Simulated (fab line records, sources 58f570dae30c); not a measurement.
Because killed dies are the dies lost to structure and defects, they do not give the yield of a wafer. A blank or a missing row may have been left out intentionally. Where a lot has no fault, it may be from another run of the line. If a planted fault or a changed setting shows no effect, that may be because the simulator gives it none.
fab line records :: flow berkeley_cmos170
record:
  lots: 15
  wafers: 45
  last_day: 12
route steps=331 shown NWELL@26 PWELL@36 ACTIVE@63 SCREENOX@102
lots untouched by any fault: they come from a run of this same line in which no faults occurred
start_h: hours from the record's first day to the start of the lot's first wafer shown :: wait_h: hours since the lot's step before :: " identical to the entry in the row above :: L1.1+2: a row that stands for several wafers :: - value missing, or start not given :: * or withheld: withheld :: < > ~ a bound
route shown NAME@n: NAME is a module with steps in the file, n the number in the route of the first one :: usual: mean/standard deviation of fault-free wafers :: same: alike in all rows :: chamber/n: place in a boat :: sites: the reading at each site :: _std_site: the values' standard deviation :: _edge_site: mean of outer sites minus mean of inner sites :: radius_mm: for every site, how far away it sits from the centre of the wafer :: mask NAME#n: copy n :: behind: the last tool/chamber to shape the wafer :: hold: reason for holding the lot/hours on hold/outcome of the hold :: device: which transistor (n, p or np) failed to switch :: end of line: the route-end tests of the same wafers :: a step given without rows: its recipe and nothing more :: killed: count of dies lost to structure and defects at first sort (not the wafer's yield) :: map: shows each die of a wafer: x if killed, . if not, _ if none is there
set.NAME: setting as actually run; set.NAME@STEP: the setting as run at that earlier step :: model.NAME: the simulator's own value behind a step, which no gauge read
the route's steps for a sample of lots (tables are steps, rows are wafers)
services: from which hour (start_h, from the record's first day; less than 0 if before it) a tool's chamber was out of use, for how many hours, and why
== steps ==
step: UCB170_NWELL_OVL_MEAS_12
usual:
  NWELL_OVL: -4/5.7
lot.wafer: L642.1
tool: overlay-02
chamber: -
start_h: 29.92
wait_h: -
NWELL_OVL[nm]: 5

lot.wafer: L642.2
tool: overlay-02
chamber: -
start_h: 29.92
wait_h: -
NWELL_OVL[nm]: 3

lot.wafer: L642.5
tool: overlay-02
chamber: -
start_h: 29.92
wait_h: -
NWELL_OVL[nm]: 1

lot.wafer: L645.1
tool: overlay-01
chamber: -
start_h: 43.57
wait_h: -
NWELL_OVL[nm]: -14

lot.wafer: L645.3
tool: overlay-01
chamber: -
start_h: 43.57
wait_h: -
NWELL_OVL[nm]: -8

lot.wafer: L645.4
tool: overlay-01
chamber: -
start_h: 43.57
wait_h: -
NWELL_OVL[nm]: -7

lot.wafer: L646.1
tool: overlay-01
chamber: -
start_h: 55.18
wait_h: -
NWELL_OVL[nm]: -6

lot.wafer: L646.2
tool: overlay-01
chamber: -
start_h: 55.18
wait_h: -
NWELL_OVL[nm]: -3

lot.wafer: L646.4
tool: overlay-01
chamber: -
start_h: 55.18
wait_h: -
NWELL_OVL[nm]: -4

lot.wafer: L647.1
tool: overlay-02
chamber: -
start_h: 55.30
wait_h: -
NWELL_OVL[nm]: -5

lot.wafer: L647.3
tool: overlay-02
chamber: -
start_h: 55.30
wait_h: -
NWELL_OVL[nm]: -9

lot.wafer: L647.4
tool: overlay-02
chamber: -
start_h: 55.30
wait_h: -
NWELL_OVL[nm]: -10

lot.wafer: L648.3
tool: overlay-02
chamber: -
start_h: 68.28
wait_h: -
NWELL_OVL[nm]: -5

lot.wafer: L648.4
tool: overlay-02
chamber: -
start_h: 68.28
wait_h: -
NWELL_OVL[nm]: -3

lot.wafer: L648.5
tool: overlay-02
chamber: -
start_h: 68.28
wait_h: -
NWELL_OVL[nm]: -1

lot.wafer: L650.1
tool: overlay-02
chamber: -
start_h: 86.59
wait_h: -
NWELL_OVL[nm]: -12

lot.wafer: L650.2
tool: overlay-02
chamber: -
start_h: 86.59
wait_h: -
NWELL_OVL[nm]: -10

lot.wafer: L650.5
tool: overlay-02
chamber: -
start_h: 86.59
wait_h: -
NWELL_OVL[nm]: -9

lot.wafer: L652.1
tool: overlay-01
chamber: -
start_h: 87.28
wait_h: -
NWELL_OVL[nm]: 1

lot.wafer: L652.3
tool: overlay-01
chamber: -
start_h: 87.28
wait_h: -
NWELL_OVL[nm]: -1

lot.wafer: L652.6
tool: overlay-01
chamber: -
start_h: 87.28
wait_h: -
NWELL_OVL[nm]: -8

lot.wafer: L651.2
tool: overlay-02
chamber: -
start_h: 87.56
wait_h: -
NWELL_OVL[nm]: -15

lot.wafer: L651.4
tool: overlay-02
chamber: -
start_h: 87.56
wait_h: -
NWELL_OVL[nm]: -9

lot.wafer: L651.6
tool: overlay-02
chamber: -
start_h: 87.56
wait_h: -
NWELL_OVL[nm]: -14

lot.wafer: L653.1
tool: overlay-02
chamber: -
start_h: 93.57
wait_h: -
NWELL_OVL[nm]: -4

lot.wafer: L653.4
tool: overlay-02
chamber: -
start_h: 93.57
wait_h: -
NWELL_OVL[nm]: -5

lot.wafer: L653.5
tool: overlay-02
chamber: -
start_h: 93.57
wait_h: -
NWELL_OVL[nm]: -5

lot.wafer: L659.2
tool: overlay-01
chamber: -
start_h: 109.54
wait_h: -
NWELL_OVL[nm]: 0

lot.wafer: L659.3
tool: overlay-01
chamber: -
start_h: 109.54
wait_h: -
NWELL_OVL[nm]: 7

lot.wafer: L659.6
tool: overlay-01
chamber: -
start_h: 109.54
wait_h: -
NWELL_OVL[nm]: 0

lot.wafer: L661.1
tool: overlay-02
chamber: -
start_h: 120.70
wait_h: -
NWELL_OVL[nm]: -9

lot.wafer: L661.4
tool: overlay-02
chamber: -
start_h: 120.70
wait_h: -
NWELL_OVL[nm]: 2

lot.wafer: L661.5
tool: overlay-02
chamber: -
start_h: 120.70
wait_h: -
NWELL_OVL[nm]: -9

lot.wafer: L662.2
tool: overlay-02
chamber: -
start_h: 126.68
wait_h: -
NWELL_OVL[nm]: -7

lot.wafer: L662.4
tool: overlay-02
chamber: -
start_h: 126.68
wait_h: -
NWELL_OVL[nm]: -5

lot.wafer: L662.6
tool: overlay-02
chamber: -
start_h: 126.68
wait_h: -
NWELL_OVL[nm]: -8

lot.wafer: L663.1
tool: overlay-01
chamber: -
start_h: 139.08
wait_h: -
NWELL_OVL[nm]: 3

lot.wafer: L663.2
tool: overlay-01
chamber: -
start_h: 139.08
wait_h: -
NWELL_OVL[nm]: 3

lot.wafer: L663.4
tool: overlay-01
chamber: -
start_h: 139.08
wait_h: -
NWELL_OVL[nm]: 0

lot.wafer: L665.3
tool: overlay-01
chamber: -
start_h: 141.27
wait_h: -
NWELL_OVL[nm]: -6

lot.wafer: L665.4
tool: overlay-01
chamber: -
start_h: 141.27
wait_h: -
NWELL_OVL[nm]: 3

lot.wafer: L665.6
tool: overlay-01
chamber: -
start_h: 141.27
wait_h: -
NWELL_OVL[nm]: -1

lot.wafer: L664.1
tool: overlay-02
chamber: -
start_h: 141.29
wait_h: -
NWELL_OVL[nm]: -7

lot.wafer: L664.5
tool: overlay-02
chamber: -
start_h: 141.29
wait_h: -
NWELL_OVL[nm]: -7

lot.wafer: L664.6
tool: overlay-02
chamber: -
start_h: 141.29
wait_h: -
NWELL_OVL[nm]: -7
step: UCB170_PWELL_OXIDATION_02
recipe:
  temp_c: 1000
  ambient: O2
  target_thk_a: 264
  ox_time_s: 1260
usual:
  ox_temp_c: 1000.1/0.43
  ox_temp_c_max: 1005.6/1.5
  spike_tc_centre_C: 1001.9/1.2
  spike_tc_load_C: 1025/4.3
lot.wafer: L642.1
tool: furnace-02
chamber: 0
start_h: 44.49
wait_h: 0.0
ox_temp_c: 1000.0
ox_temp_c_max: 1005.9
spike_tc_centre_C: 1001.4
spike_tc_load_C: 1027

lot.wafer: L642.2
tool: furnace-02
chamber: 0
start_h: 44.49
wait_h: 0.0
ox_temp_c: 1000.1
ox_temp_c_max: 1006.8
spike_tc_centre_C: 1001.6
spike_tc_load_C: 1024

lot.wafer: L642.5
tool: furnace-02
chamber: 0
start_h: 44.49
wait_h: 0.0
ox_temp_c: 1000.1
ox_temp_c_max: 1005.7
spike_tc_centre_C: 1001.1
spike_tc_load_C: 1024

lot.wafer: L645.1
tool: furnace-02
chamber: 0
start_h: 56.88
wait_h: 7.5
ox_temp_c: 1000.6
ox_temp_c_max: 1007.5
spike_tc_centre_C: 1003.3
spike_tc_load_C: 1024

lot.wafer: L645.3
tool: furnace-02
chamber: 0
start_h: 56.88
wait_h: 7.5
ox_temp_c: 1000.0
ox_temp_c_max: 1008.4
spike_tc_centre_C: 1003.4
spike_tc_load_C: 1025

lot.wafer: L645.4
tool: furnace-02
chamber: 0
start_h: 56.88
wait_h: 7.5
ox_temp_c: 999.7
ox_temp_c_max: 1007.3
spike_tc_centre_C: 1002.4
spike_tc_load_C: 1024

lot.wafer: L646.1
tool: furnace-02
chamber: 0
start_h: 66.83
wait_h: 3.2
ox_temp_c: 1000.5
ox_temp_c_max: 1007.0
spike_tc_centre_C: 1001.9
spike_tc_load_C: 1024

lot.wafer: L646.2
tool: furnace-02
chamber: 0
start_h: 66.83
wait_h: 3.2
ox_temp_c: 1000.3
ox_temp_c_max: 1007.2
spike_tc_centre_C: 1001.7
spike_tc_load_C: 1025

lot.wafer: L646.4
tool: furnace-02
chamber: 0
start_h: 66.83
wait_h: 3.2
ox_temp_c: 1000.2
ox_temp_c_max: 1006.4
spike_tc_centre_C: 1001.9
spike_tc_load_C: 1025

lot.wafer: L647.1
tool: furnace-02
chamber: 0
start_h: 66.83
wait_h: 3.2
ox_temp_c: 999.9
ox_temp_c_max: 1008.4
spike_tc_centre_C: 1003.1
spike_tc_load_C: 1024

lot.wafer: L647.3
tool: furnace-02
chamber: 0
start_h: 66.83
wait_h: 3.2
ox_temp_c: 999.7
ox_temp_c_max: 1005.9
spike_tc_centre_C: 1001.3
spike_tc_load_C: 1024

lot.wafer: L647.4
tool: furnace-02
chamber: 0
start_h: 66.83
wait_h: 3.2
ox_temp_c: 1000.5
ox_temp_c_max: 1007.1
spike_tc_centre_C: 1001.8
spike_tc_load_C: 1023

lot.wafer: L648.3
tool: furnace-04
chamber: 0
start_h: 80.70
wait_h: 7.2
ox_temp_c: 999.6
ox_temp_c_max: 1003.4
spike_tc_centre_C: 999.9
spike_tc_load_C: 1031

lot.wafer: L648.4
tool: furnace-04
chamber: 0
start_h: 80.70
wait_h: 7.2
ox_temp_c: 999.7
ox_temp_c_max: 1004.2
spike_tc_centre_C: 1004.0
spike_tc_load_C: 1032

lot.wafer: L648.5
tool: furnace-04
chamber: 0
start_h: 80.70
wait_h: 7.2
ox_temp_c: 1000.0
ox_temp_c_max: 1005.8
spike_tc_centre_C: 999.9
spike_tc_load_C: 1031

lot.wafer: L650.1
tool: furnace-02
chamber: -
start_h: 95.53
wait_h: 0.8
ox_temp_c: -
ox_temp_c_max: -
spike_tc_centre_C: -
spike_tc_load_C: -

lot.wafer: L650.2
tool: furnace-02
chamber: -
start_h: 95.53
wait_h: 0.8
ox_temp_c: -
ox_temp_c_max: -
spike_tc_centre_C: -
spike_tc_load_C: -

lot.wafer: L650.5
tool: furnace-02
chamber: -
start_h: 95.53
wait_h: 0.8
ox_temp_c: -
ox_temp_c_max: -
spike_tc_centre_C: -
spike_tc_load_C: -

lot.wafer: L651.2
tool: furnace-04
chamber: -
start_h: 97.35
wait_h: 1.1
ox_temp_c: -
ox_temp_c_max: -
spike_tc_centre_C: -
spike_tc_load_C: -

lot.wafer: L651.4
tool: furnace-04
chamber: -
start_h: 97.35
wait_h: 1.1
ox_temp_c: -
ox_temp_c_max: -
spike_tc_centre_C: -
spike_tc_load_C: -

lot.wafer: L651.6
tool: furnace-04
chamber: -
start_h: 97.35
wait_h: 1.1
ox_temp_c: -
ox_temp_c_max: -
spike_tc_centre_C: -
spike_tc_load_C: -

lot.wafer: L652.1
tool: furnace-04
chamber: -
start_h: 97.35
wait_h: 1.1
ox_temp_c: -
ox_temp_c_max: -
spike_tc_centre_C: -
spike_tc_load_C: -

lot.wafer: L652.3
tool: furnace-04
chamber: -
start_h: 97.35
wait_h: 1.1
ox_temp_c: -
ox_temp_c_max: -
spike_tc_centre_C: -
spike_tc_load_C: -

lot.wafer: L652.6
tool: furnace-04
chamber: -
start_h: 97.35
wait_h: 1.1
ox_temp_c: -
ox_temp_c_max: -
spike_tc_centre_C: -
spike_tc_load_C: -

lot.wafer: L653.1
tool: furnace-01
chamber: 0
start_h: 103.41
wait_h: 3.6
ox_temp_c: 1001.2
ox_temp_c_max: 1005.0
spike_tc_centre_C: 1003.5
spike_tc_load_C: 1020

lot.wafer: L653.4
tool: furnace-01
chamber: 0
start_h: 103.41
wait_h: 3.6
ox_temp_c: 1000.1
ox_temp_c_max: 1003.3
spike_tc_centre_C: 1000.7
spike_tc_load_C: 1020

lot.wafer: L653.5
tool: furnace-01
chamber: 0
start_h: 103.41
wait_h: 3.6
ox_temp_c: 1000.6
ox_temp_c_max: 1005.3
spike_tc_centre_C: 1001.6
spike_tc_load_C: 1022

lot.wafer: L659.2
tool: furnace-02
chamber: 0
start_h: 118.98
wait_h: 1.4
ox_temp_c: 1000.3
ox_temp_c_max: 1005.0
spike_tc_centre_C: 1002.3
spike_tc_load_C: 1024

lot.wafer: L659.3
tool: furnace-02
chamber: 0
start_h: 118.98
wait_h: 1.4
ox_temp_c: 1000.6
ox_temp_c_max: 1008.0
spike_tc_centre_C: 1001.5
spike_tc_load_C: 1022

lot.wafer: L659.6
tool: furnace-02
chamber: 0
start_h: 118.98
wait_h: 1.4
ox_temp_c: 999.5
ox_temp_c_max: 1006.7
spike_tc_centre_C: 1000.6
spike_tc_load_C: 1022

lot.wafer: L661.1
tool: furnace-01
chamber: 0
start_h: 128.94
wait_h: 3.4
ox_temp_c: 1000.3
ox_temp_c_max: 1005.3
spike_tc_centre_C: 1002.0
spike_tc_load_C: 1021

lot.wafer: L661.4
tool: furnace-01
chamber: 0
start_h: 128.94
wait_h: 3.4
ox_temp_c: 999.8
ox_temp_c_max: 1003.7
spike_tc_centre_C: 1001.7
spike_tc_load_C: 1019

lot.wafer: L661.5
tool: furnace-01
chamber: 0
start_h: 128.94
wait_h: 3.4
ox_temp_c: 1000.0
ox_temp_c_max: 1004.7
spike_tc_centre_C: 1002.7
spike_tc_load_C: 1020

lot.wafer: L662.2
tool: furnace-01
chamber: 0
start_h: 136.96
wait_h: 0.1
ox_temp_c: 1000.4
ox_temp_c_max: 1003.7
spike_tc_centre_C: 1002.5
spike_tc_load_C: 1021

lot.wafer: L662.4
tool: furnace-01
chamber: 0
start_h: 136.96
wait_h: 0.1
ox_temp_c: 1000.5
ox_temp_c_max: 1004.7
spike_tc_centre_C: 1000.1
spike_tc_load_C: 1022

lot.wafer: L662.6
tool: furnace-01
chamber: 0
start_h: 136.96
wait_h: 0.1
ox_temp_c: 1000.0
ox_temp_c_max: 1004.2
spike_tc_centre_C: 1003.2
spike_tc_load_C: 1019

lot.wafer: L663.1
tool: furnace-02
chamber: 0
start_h: 145.20
wait_h: 0.6
ox_temp_c: 999.4
ox_temp_c_max: 1005.2
spike_tc_centre_C: 1001.1
spike_tc_load_C: 1024

lot.wafer: L663.2
tool: furnace-02
chamber: 0
start_h: 145.20
wait_h: 0.6
ox_temp_c: 999.1
ox_temp_c_max: 1005.4
spike_tc_centre_C: 1002.4
spike_tc_load_C: 1023

lot.wafer: L663.4
tool: furnace-02
chamber: 0
start_h: 145.20
wait_h: 0.6
ox_temp_c: 999.7
ox_temp_c_max: 1007.7
spike_tc_centre_C: 1004.7
spike_tc_load_C: 1024

lot.wafer: L664.1
tool: furnace-04
chamber: 0
start_h: 150.05
wait_h: 2.7
ox_temp_c: 1000.8
ox_temp_c_max: 1004.2
spike_tc_centre_C: 1001.7
spike_tc_load_C: 1031

lot.wafer: L664.5
tool: furnace-04
chamber: 0
start_h: 150.05
wait_h: 2.7
ox_temp_c: 1000.1
ox_temp_c_max: 1005.0
spike_tc_centre_C: 1001.9
spike_tc_load_C: 1031

lot.wafer: L664.6
tool: furnace-04
chamber: 0
start_h: 150.05
wait_h: 2.7
ox_temp_c: 1000.8
ox_temp_c_max: 1004.6
spike_tc_centre_C: 1000.3
spike_tc_load_C: 1031

lot.wafer: L665.3
tool: furnace-04
chamber: 0
start_h: 150.05
wait_h: 2.7
ox_temp_c: 1000.0
ox_temp_c_max: 1005.8
spike_tc_centre_C: 1002.3
spike_tc_load_C: 1032

lot.wafer: L665.4
tool: furnace-04
chamber: 0
start_h: 150.05
wait_h: 2.7
ox_temp_c: 999.9
ox_temp_c_max: 1003.8
spike_tc_centre_C: 1001.2
spike_tc_load_C: 1029

lot.wafer: L665.6
tool: furnace-04
chamber: 0
start_h: 150.05
wait_h: 2.7
ox_temp_c: 999.5
ox_temp_c_max: 1003.7
spike_tc_centre_C: 1001.1
spike_tc_load_C: 1033
step: UCB170_ACTIVE_THK_MEAS_03
recipe:
  reads: SiO2_of_ACTIVE_OXIDATION_02
usual:
  ACTIVE_OXIDE_THK: 26.7/0.48
lot.wafer: L642.1
tool: film_metro-02
chamber: -
start_h: 83.40
wait_h: 0.0
ACTIVE_OXIDE_THK[nm]: 26.7

lot.wafer: L642.2
tool: film_metro-02
chamber: -
start_h: 83.40
wait_h: 0.0
ACTIVE_OXIDE_THK[nm]: 26.1

lot.wafer: L642.5
tool: film_metro-02
chamber: -
start_h: 83.40
wait_h: 0.0
ACTIVE_OXIDE_THK[nm]: 26.6

lot.wafer: L645.1
tool: film_metro-03
chamber: -
start_h: 93.01
wait_h: 0.0
ACTIVE_OXIDE_THK[nm]: 25.6

lot.wafer: L645.3
tool: film_metro-03
chamber: -
start_h: 93.01
wait_h: 0.0
ACTIVE_OXIDE_THK[nm]: 25.4

lot.wafer: L645.4
tool: film_metro-03
chamber: -
start_h: 93.01
wait_h: 0.0
ACTIVE_OXIDE_THK[nm]: 25.7

lot.wafer: L646.1
tool: film_metro-02
chamber: -
start_h: 99.66
wait_h: 0.0
ACTIVE_OXIDE_THK[nm]: 27.1

lot.wafer: L646.2
tool: film_metro-02
chamber: -
start_h: 99.66
wait_h: 0.0
ACTIVE_OXIDE_THK[nm]: 26.9

lot.wafer: L646.4
tool: film_metro-02
chamber: -
start_h: 99.66
wait_h: 0.0
ACTIVE_OXIDE_THK[nm]: 27.1

lot.wafer: L647.1
tool: film_metro-03
chamber: -
start_h: 99.66
wait_h: 0.0
ACTIVE_OXIDE_THK[nm]: 26.4

lot.wafer: L647.3
tool: film_metro-03
chamber: -
start_h: 99.66
wait_h: 0.0
ACTIVE_OXIDE_THK[nm]: 26.8

lot.wafer: L647.4
tool: film_metro-03
chamber: -
start_h: 99.66
wait_h: 0.0
ACTIVE_OXIDE_THK[nm]: 26.7

lot.wafer: L648.3
tool: film_metro-02
chamber: -
start_h: 109.34
wait_h: 0.0
ACTIVE_OXIDE_THK[nm]: 26.3

lot.wafer: L648.4
tool: film_metro-02
chamber: -
start_h: 109.34
wait_h: 0.0
ACTIVE_OXIDE_THK[nm]: 26.5

lot.wafer: L648.5
tool: film_metro-02
chamber: -
start_h: 109.34
wait_h: 0.0
ACTIVE_OXIDE_THK[nm]: 26.3

lot.wafer: L653.1
tool: film_metro-03
chamber: -
start_h: 128.94
wait_h: 0.0
ACTIVE_OXIDE_THK[nm]: 26.9

lot.wafer: L653.4
tool: film_metro-03
chamber: -
start_h: 128.94
wait_h: 0.0
ACTIVE_OXIDE_THK[nm]: 27.6

lot.wafer: L653.5
tool: film_metro-03
chamber: -
start_h: 128.94
wait_h: 0.0
ACTIVE_OXIDE_THK[nm]: 27.2

lot.wafer: L659.2
tool: film_metro-01
chamber: -
start_h: 149.58
wait_h: 0.0
ACTIVE_OXIDE_THK[nm]: 26.9

lot.wafer: L659.3
tool: film_metro-01
chamber: -
start_h: 149.58
wait_h: 0.0
ACTIVE_OXIDE_THK[nm]: 27.0

lot.wafer: L659.6
tool: film_metro-01
chamber: -
start_h: 149.58
wait_h: 0.0
ACTIVE_OXIDE_THK[nm]: 27.0

lot.wafer: L661.1
tool: film_metro-03
chamber: -
start_h: 161.45
wait_h: 0.0
ACTIVE_OXIDE_THK[nm]: 27.4

lot.wafer: L661.4
tool: film_metro-03
chamber: -
start_h: 161.45
wait_h: 0.0
ACTIVE_OXIDE_THK[nm]: 27.5

lot.wafer: L661.5
tool: film_metro-03
chamber: -
start_h: 161.45
wait_h: 0.0
ACTIVE_OXIDE_THK[nm]: 27.4

lot.wafer: L662.2
tool: film_metro-02
chamber: -
start_h: 161.46
wait_h: 0.0
ACTIVE_OXIDE_THK[nm]: 27.4

lot.wafer: L662.4
tool: film_metro-02
chamber: -
start_h: 161.46
wait_h: 0.0
ACTIVE_OXIDE_THK[nm]: 27.4

lot.wafer: L662.6
tool: film_metro-02
chamber: -
start_h: 161.46
wait_h: 0.0
ACTIVE_OXIDE_THK[nm]: 26.9

lot.wafer: L663.1
tool: film_metro-01
chamber: -
start_h: 174.01
wait_h: 0.0
ACTIVE_OXIDE_THK[nm]: 26.0

lot.wafer: L663.2
tool: film_metro-01
chamber: -
start_h: 174.01
wait_h: 0.0
ACTIVE_OXIDE_THK[nm]: 25.6

lot.wafer: L663.4
tool: film_metro-01
chamber: -
start_h: 174.01
wait_h: 0.0
ACTIVE_OXIDE_THK[nm]: 25.8

lot.wafer: L664.1
tool: film_metro-02
chamber: -
start_h: 176.70
wait_h: 0.0
ACTIVE_OXIDE_THK[nm]: 26.5

lot.wafer: L664.5
tool: film_metro-02
chamber: -
start_h: 176.70
wait_h: 0.0
ACTIVE_OXIDE_THK[nm]: 26.7

lot.wafer: L664.6
tool: film_metro-02
chamber: -
start_h: 176.70
wait_h: 0.0
ACTIVE_OXIDE_THK[nm]: 26.5

lot.wafer: L665.3
tool: film_metro-03
chamber: -
start_h: 180.17
wait_h: 0.0
ACTIVE_OXIDE_THK[nm]: 26.6

lot.wafer: L665.4
tool: film_metro-03
chamber: -
start_h: 180.17
wait_h: 0.0
ACTIVE_OXIDE_THK[nm]: 26.3

lot.wafer: L665.6
tool: film_metro-03
chamber: -
start_h: 180.17
wait_h: 0.0
ACTIVE_OXIDE_THK[nm]: 26.6
step: UCB170_SCREENOX_THK_MEAS_02
recipe:
  reads: SiO2_of_SCREENOX_OXIDATION_01
usual:
  SCREENOX_OXIDE_THK: 14.56/0.26
lot.wafer: L642.1
tool: film_metro-01
chamber: -
start_h: 113.66
wait_h: 0.0
SCREENOX_OXIDE_THK[nm]: 14.28

lot.wafer: L642.2
tool: film_metro-01
chamber: -
start_h: 113.66
wait_h: 0.0
SCREENOX_OXIDE_THK[nm]: 14.45

lot.wafer: L642.5
tool: film_metro-01
chamber: -
start_h: 113.66
wait_h: 0.0
SCREENOX_OXIDE_THK[nm]: 14.43

lot.wafer: L645.1
tool: film_metro-01
chamber: -
start_h: 123.42
wait_h: 0.0
SCREENOX_OXIDE_THK[nm]: 14.51

lot.wafer: L645.3
tool: film_metro-01
chamber: -
start_h: 123.42
wait_h: 0.0
SCREENOX_OXIDE_THK[nm]: 14.12

lot.wafer: L645.4
tool: film_metro-01
chamber: -
start_h: 123.42
wait_h: 0.0
SCREENOX_OXIDE_THK[nm]: 14.41

lot.wafer: L646.1
tool: film_metro-01
chamber: -
start_h: 129.84
wait_h: 0.0
SCREENOX_OXIDE_THK[nm]: 14.41

lot.wafer: L646.2
tool: film_metro-01
chamber: -
start_h: 129.84
wait_h: 0.0
SCREENOX_OXIDE_THK[nm]: 14.59

lot.wafer: L646.4
tool: film_metro-01
chamber: -
start_h: 129.84
wait_h: 0.0
SCREENOX_OXIDE_THK[nm]: 14.41

lot.wafer: L647.1
tool: film_metro-02
chamber: -
start_h: 129.84
wait_h: 0.0
SCREENOX_OXIDE_THK[nm]: 14.36

lot.wafer: L647.3
tool: film_metro-02
chamber: -
start_h: 129.84
wait_h: 0.0
SCREENOX_OXIDE_THK[nm]: 14.43

lot.wafer: L647.4
tool: film_metro-02
chamber: -
start_h: 129.84
wait_h: 0.0
SCREENOX_OXIDE_THK[nm]: 14.40

lot.wafer: L648.3
tool: film_metro-02
chamber: -
start_h: 136.98
wait_h: 0.0
SCREENOX_OXIDE_THK[nm]: 14.36

lot.wafer: L648.4
tool: film_metro-02
chamber: -
start_h: 136.98
wait_h: 0.0
SCREENOX_OXIDE_THK[nm]: 14.19

lot.wafer: L648.5
tool: film_metro-02
chamber: -
start_h: 136.98
wait_h: 0.0
SCREENOX_OXIDE_THK[nm]: 14.27

lot.wafer: L653.1
tool: film_metro-03
chamber: -
start_h: 159.68
wait_h: 0.0
SCREENOX_OXIDE_THK[nm]: 14.25

lot.wafer: L653.4
tool: film_metro-03
chamber: -
start_h: 159.68
wait_h: 0.0
SCREENOX_OXIDE_THK[nm]: 14.57

lot.wafer: L653.5
tool: film_metro-03
chamber: -
start_h: 159.68
wait_h: 0.0
SCREENOX_OXIDE_THK[nm]: 14.44

lot.wafer: L659.2
tool: film_metro-01
chamber: -
start_h: 176.96
wait_h: 0.0
SCREENOX_OXIDE_THK[nm]: 14.64

lot.wafer: L659.3
tool: film_metro-01
chamber: -
start_h: 176.96
wait_h: 0.0
SCREENOX_OXIDE_THK[nm]: 14.65

lot.wafer: L659.6
tool: film_metro-01
chamber: -
start_h: 176.96
wait_h: 0.0
SCREENOX_OXIDE_THK[nm]: 14.70

lot.wafer: L661.1
tool: film_metro-03
chamber: -
start_h: 190.90
wait_h: 0.0
SCREENOX_OXIDE_THK[nm]: 14.57

lot.wafer: L661.4
tool: film_metro-03
chamber: -
start_h: 190.90
wait_h: 0.0
SCREENOX_OXIDE_THK[nm]: 14.83

lot.wafer: L661.5
tool: film_metro-03
chamber: -
start_h: 190.90
wait_h: 0.0
SCREENOX_OXIDE_THK[nm]: 14.74

lot.wafer: L662.2
tool: film_metro-02
chamber: -
start_h: 190.98
wait_h: 0.1
SCREENOX_OXIDE_THK[nm]: 14.97

lot.wafer: L662.4
tool: film_metro-02
chamber: -
start_h: 190.98
wait_h: 0.1
SCREENOX_OXIDE_THK[nm]: 15.07

lot.wafer: L662.6
tool: film_metro-02
chamber: -
start_h: 190.98
wait_h: 0.1
SCREENOX_OXIDE_THK[nm]: 14.90

lot.wafer: L663.1
tool: film_metro-01
chamber: -
start_h: 205.59
wait_h: 0.0
SCREENOX_OXIDE_THK[nm]: 14.81

lot.wafer: L663.2
tool: film_metro-01
chamber: -
start_h: 205.59
wait_h: 0.0
SCREENOX_OXIDE_THK[nm]: 14.65

lot.wafer: L663.4
tool: film_metro-01
chamber: -
start_h: 205.59
wait_h: 0.0
SCREENOX_OXIDE_THK[nm]: 14.62

lot.wafer: L664.1
tool: film_metro-01
chamber: -
start_h: 212.57
wait_h: 0.0
SCREENOX_OXIDE_THK[nm]: 14.01

lot.wafer: L664.5
tool: film_metro-01
chamber: -
start_h: 212.57
wait_h: 0.0
SCREENOX_OXIDE_THK[nm]: 13.91

lot.wafer: L664.6
tool: film_metro-01
chamber: -
start_h: 212.57
wait_h: 0.0
SCREENOX_OXIDE_THK[nm]: 14.21

lot.wafer: L665.3
tool: film_metro-02
chamber: -
start_h: 212.59
wait_h: 0.0
SCREENOX_OXIDE_THK[nm]: 14.28

lot.wafer: L665.4
tool: film_metro-02
chamber: -
start_h: 212.59
wait_h: 0.0
SCREENOX_OXIDE_THK[nm]: 14.18

lot.wafer: L665.6
tool: film_metro-02
chamber: -
start_h: 212.59
wait_h: 0.0
SCREENOX_OXIDE_THK[nm]: 14.14
== services ==
tool: furnace-01
chamber: -
start_h: 50.83
hours: 30.0
kind: pm

tool: furnace-04
chamber: -
start_h: 51.34
hours: 3.2
kind: pm

tool: furnace-04
chamber: -
start_h: 69.61
hours: 2.7
kind: pm
== key ==
first_sign:
  step: UCB170_PWELL_OXIDATION_02
  reading: tool_record
  direction: missing
effect none on later readings
met_at UCB170_PWELL_OXIDATION_02
struck_lots L650,L651,L652
later_rows_left_out L650.1,L650.2,L650.5,L651.2,L651.4,L651.6,L652.1,L652.3,L652.6
sort_left_out L650.1,L650.2,L650.5,L651.2,L651.4,L651.6,L652.1,L652.3,L652.6
tester_left_out L650,L651,L652
not_acting_at UCB170_NWELL_OVL_MEAS_12,UCB170_ACTIVE_THK_MEAS_03,UCB170_SCREENOX_THK_MEAS_02
onset_between 80.70 95.53
fault:
  kind: skipped_step_whole
  tool: furnace-02,furnace-04
  chamber: -
  onset_h: 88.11
  steps: UCB170_PWELL_OXIDATION_02
  scope: struck_lots_only
tester_left_out: of these lots the tester's yield and bins aren't shown, on N5 and GAA mostly nor the transistor test; their killed dies are dies lost to structure and defects alone, not to doping, threshold or leakage, so they don't give the yield
sort_left_out: the simulated sort isn't trusted on such a fault, so these wafers' sort isn't shown, and their yield isn't known
later_rows_left_out: the simulator's readings of these wafers behind a module that went badly wrong aren't trusted and aren't shown, but for the sort
